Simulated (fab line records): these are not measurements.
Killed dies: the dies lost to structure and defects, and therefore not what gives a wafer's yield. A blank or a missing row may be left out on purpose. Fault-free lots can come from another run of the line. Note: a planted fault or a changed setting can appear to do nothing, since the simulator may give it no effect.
Lot-split experiment	flow ritCmos	route with 202 steps; 5 lots, 23 wafers read

== ABOUT THE SPLIT ==
At RIT_SDANNEAL_RTA_03 (time 5 s), the setting timeS was moved away from the recipe's 5 s on 11 of the 23 wafers read, by -14.8% to +12.0%. The other wafers ran this setting at the recipe's value.

== FROM THE SPLIT ON TO THE READING: in between, the file shows 1 step ==
- RIT_SDANNEAL_RS_MEAS_04: measures by four-point-probe

== THE READING ==
Measured at RIT_SDANNEAL_RS_MEAS_06 by four-point probe: PLDD_RS, in ohm/sq. A value of 178.5 ohm/sq with a standard deviation of 0.37 ohm/sq is what fault-free wafers of this fab line usually give.

wafer	tool, chamber at the split	timeS as run, s	against the recipe	PLDD_RS, ohm/sq	against lot-mates on the recipe
L074.1	rtpAnneal-01, 0	5	recipe	178.7	-
L074.3	rtpAnneal-01, 0	4.718	-5.6%	179.3	+0.6
L074.4	rtpAnneal-01, 0	5	recipe	178.5	-
L074.5	rtpAnneal-01, 0	4.718	-5.6%	179.5	+0.8
L074.6	rtpAnneal-01, 0	5	recipe	179.0	-
L079.1	rtpAnneal-02, 0	5	recipe	178.6	-
L079.2	rtpAnneal-02, 0	5	recipe	179.0	-
L079.4	rtpAnneal-02, 0	5.6	+12.0%	176.7	-2.1
L079.5	rtpAnneal-02, 0	5.6	+12.0%	176.9	-1.9
L079.6	rtpAnneal-02, 0	5.6	+12.0%	176.9	-1.9
L080.1	rtpAnneal-01, 0	4.26	-14.8%	180.5	+2.5
L080.3	rtpAnneal-01, 0	5	recipe	177.6	-
L080.4	rtpAnneal-01, 0	5	recipe	178.4	-
L080.5	rtpAnneal-01, 0	4.26	-14.8%	180.5	+2.5
L080.6	rtpAnneal-01, 0	4.26	-14.8%	180.8	+2.8
L084.2	rtpAnneal-01, 0	4.384	-12.3%	180.6	+1.7
L084.3	rtpAnneal-01, 0	4.384	-12.3%	180.6	+1.7
L084.4	rtpAnneal-01, 0	5	recipe	178.8	-
L084.5	rtpAnneal-01, 0	5	recipe	178.9	-
L084.6	rtpAnneal-01, 0	4.384	-12.3%	180.6	+1.7
L085.1	rtpAnneal-02, 0	5	recipe	178.5	-
L085.4	rtpAnneal-02, 0	5	recipe	178.4	-
L085.5	rtpAnneal-02, 0	5	recipe	178.9	-

FIT RESULTS
A straight line over all 23 wafers: PLDD_RS changes by -0.146 ohm/sq for each +1% of timeS; r = -0.97; the points scatter about the line by 0.31 ohm/sq.
The same after taking each lot's own level away (the mean of its wafers on the recipe; 23 wafers): -0.162 ohm/sq for each +1%; r = -0.98; scatter 0.24 ohm/sq.
The reading moves by 2.4 ohm/sq for the largest change in timeS, on that fit.
The lots' own levels span 178.00 to 178.85 ohm/sq, that is 2.3 times the standard deviation above.
The two slopes agree, so the slope changes little with the lot-to-lot level.
Check: +2.34 ohm/sq against its lot-mates is what the line predicts for one of the wafers moved furthest among these (-14.8%) when that wafer is left out of the fit. Against them it came out at +2.5 ohm/sq.

== ADDITIONAL SPLITS CARRIED BY THESE WAFERS ==
These wafers also went through other splits before the reading. Each is held against what the fit with the lots' levels taken away leaves over:
other split on the same wafers	wafers away from the commonest value	r with PLDD_RS (lot level and that fit taken away)
RIT_ACTIVE_OXIDATION_01 tempC	10	-0.30
RIT_ACTIVE_DEVELOP_10 devTempC	4	-0.59
RIT_NWELL_COAT_01 spinRpm	10	-0.35
RIT_NWELL_IMPLANT_08 energyKev	10	-0.18
RIT_PWELL_IMPLANT_08 doseCm2	11	-0.29
RIT_NRETRO_SOFTBAKE_02 tempC	8	-0.02
RIT_PRETRO_COAT_01 resistThkNm	8	-0.16
RIT_NSD_IMPLANT_08 energyKev	6	+0.17

== THE WHOLE CHAIN: every reading that the file lists as answering this split, in the file's order ==
step	what it does	reading	change (the file's fit)	r (the file's)
RIT_SDANNEAL_RS_MEAS_04	measures by four-point-probe	PSD_RS	-0.129 for each +1% of the setting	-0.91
RIT_SDANNEAL_RS_MEAS_06	measures by four-point-probe	PLDD_RS	-0.16 for each +1% of the setting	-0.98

== THE FILE'S OWN FIT ==
PLDD_RS changes by -0.16 ohm/sq for each +1% of timeS, r = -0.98.
